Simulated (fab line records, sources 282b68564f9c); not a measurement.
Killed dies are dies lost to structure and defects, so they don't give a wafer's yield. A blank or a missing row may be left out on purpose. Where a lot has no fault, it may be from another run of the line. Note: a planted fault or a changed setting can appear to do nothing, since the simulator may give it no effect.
Which tool is to blame?    flow rit_cmos    45 wafers from 15 lots sampled at 3 of the route's 202 steps

== WHAT THE GAUGES SHOWED, per wafer ==
RIT_PWELL_TW_MEAS_10.
lot   measured     on             PWELL_TW
L174  day 1 23:29  film_metro-01  943 944 939
L175  day 2 07:53  film_metro-01  947 939 947
L176  day 2 09:11  film_metro-01  943 945 943
L177  day 2 13:58  film_metro-01  949 941 946
L180  day 3 04:47  film_metro-01  1060 1057 1055
L185  day 4 05:38  film_metro-04  1068 1065 1073
L186  day 4 10:45  film_metro-01  1063 1063 1055
L188  day 4 21:21  film_metro-01  947 945 941
L189  day 5 04:13  film_metro-01  947 946 942
L190  day 5 08:29  film_metro-01  941 938 938
L191  day 5 13:21  film_metro-01  942 945 943
L192  day 5 17:07  film_metro-02  946 951 951
L194  day 6 02:39  film_metro-01  953 950 954
L196  day 6 14:14  film_metro-02  943 942 946
L197  day 6 19:49  film_metro-01  956 948 946

RIT_WELLDRIVE_RS_MEAS_02: measures by four-point-probe.
lot   measured     on             PWELL_RS (ohm/sq)
L174  day 2 05:09  film_metro-01  430.4 428.1 429.6
L175  day 2 13:10  film_metro-02  426.4 426.9 427.6
L176  day 2 15:17  film_metro-01  428.7 427.5 428.2
L177  day 2 19:39  film_metro-04  425.4 426.5 424.7
L180  day 3 10:04  film_metro-01  345.8 346.1 346.1
L185  day 4 10:54  film_metro-02  345.7 345.6 345.8
L186  day 4 16:01  film_metro-02  346.2 346.8 345.3
L188  day 5 03:08  film_metro-01  430.8 430.1 431.5
L189  day 5 09:29  film_metro-01  430.2 428.8 429.8
L190  day 5 14:35  film_metro-01  429.5 428.9 430.6
L191  day 5 18:37  film_metro-01  431.2 430.9 430.0
L192  day 5 22:23  film_metro-02  431.2 431.2 430.9
L194  day 6 07:56  film_metro-01  430.6 429.4 430.2
L196  day 6 19:59  film_metro-02  429.8 428.6 429.8
L197  day 7 01:06  film_metro-01  431.2 431.0 431.7

== EACH LOT AND THE TOOL THAT RAN IT (in order: tool; ch and the chambers of the sampled wafers; start) ==
lot   RIT_PWELL_IMPLANT_08
L174  implanter-01 ch 0, day 1 23:11
L175  implanter-01 ch 0, day 2 07:36
L176  implanter-04 ch 0, day 2 08:52
L177  implanter-01 ch 0, day 2 13:38
L180  implanter-02 ch 0, day 3 04:29
L185  implanter-02 ch 0, day 4 05:19
L186  implanter-02 ch 0, day 4 10:25
L188  implanter-04 ch 0, day 4 21:02
L189  implanter-04 ch 0, day 5 03:54
L190  implanter-04 ch 0, day 5 08:11
L191  implanter-04 ch 0, day 5 13:02
L192  implanter-04 ch 0, day 5 16:47
L194  implanter-01 ch 0, day 6 02:20
L196  implanter-04 ch 0, day 6 13:55
L197  implanter-04 ch 0, day 6 19:31
- RIT_PWELL_IMPLANT_08

== WHAT THE TOOLS THEMSELVES READ (means of the sampled wafers that have a number; where no wafer has one, the mark that the record gives instead) ==
RIT_PWELL_IMPLANT_08.
lot   tool          dose_ions_cm2  faraday_current_uA
L174  implanter-01  7.000e+13      219
L175  implanter-01  6.999e+13      220
L176  implanter-04  6.998e+13      223
L177  implanter-01  7.005e+13      225
L180  implanter-02  9.939e+13      313
L185  implanter-02  9.943e+13      316
L186  implanter-02  9.941e+13      316
L188  implanter-04  6.997e+13      221
L189  implanter-04  7.001e+13      226
L190  implanter-04  7.002e+13      228
L191  implanter-04  7.002e+13      224
L192  implanter-04  7.000e+13      220
L194  implanter-01  7.001e+13      226
L196  implanter-04  6.997e+13      225
L197  implanter-04  6.995e+13      220

== THE ANSWER, worked out from the rows above alone ==
Rule: the usual values come from the lots themselves. The widest of any qualifying gaps counts: lots, ordered by their means at a reading, are off when they make up no more than a third of the lots, leave a main group of 4 or more, and stand apart from it by 3 or more times the standard deviation of that group's means. Not used: any main group whose means are identical at the precision the tables above print for the reading. Also off: a lot with no number at a reading for which 4 or more lots have one. Any other lot the step has rows for is counted as sound. First the gauges in route order, then the tools' own readings, where a lot's mean is used as printed above. At the first step where some lot is off, the reading lying furthest off is the one used; lots without a number count as furthest.
Off: L180, L185, L186, at RIT_PWELL_TW_MEAS_10 (PWELL_TW). The main group: mean 945, standard deviation 3.5.
If a tool, at a process step before that reading, ran all the lots that are off and no sound lot after the first of them, it fits. The gauges at RIT_PWELL_TW_MEAS_10 aren't tried: what is off there is off at RIT_PWELL_IMPLANT_08 too, on other tools, and a gauge's error can't cause that. One candidate fits, namely implanter-02 at RIT_PWELL_IMPLANT_08. It ran no sound lot before its first lot that is off in this sample, so the start can't be narrowed down.
The tool's own readings at RIT_PWELL_IMPLANT_08 bear it out: on the lots that are off they differ by more than 5 times the standard deviation of the sound lots' means. dose_ions_cm2 reads 9.941e+13 there against 7.000e+13 on the sound lots; faraday_current_uA reads 315 there against 223 on the sound lots.

== WHAT WAS PUT IN BY THE SIMULATOR ==
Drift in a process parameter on implanter-02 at RIT_PWELL_IMPLANT_08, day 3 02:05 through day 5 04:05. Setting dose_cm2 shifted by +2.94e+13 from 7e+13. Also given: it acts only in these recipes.
Shown lots that were struck: L180, L185, L186. This agrees with what the rule above found.
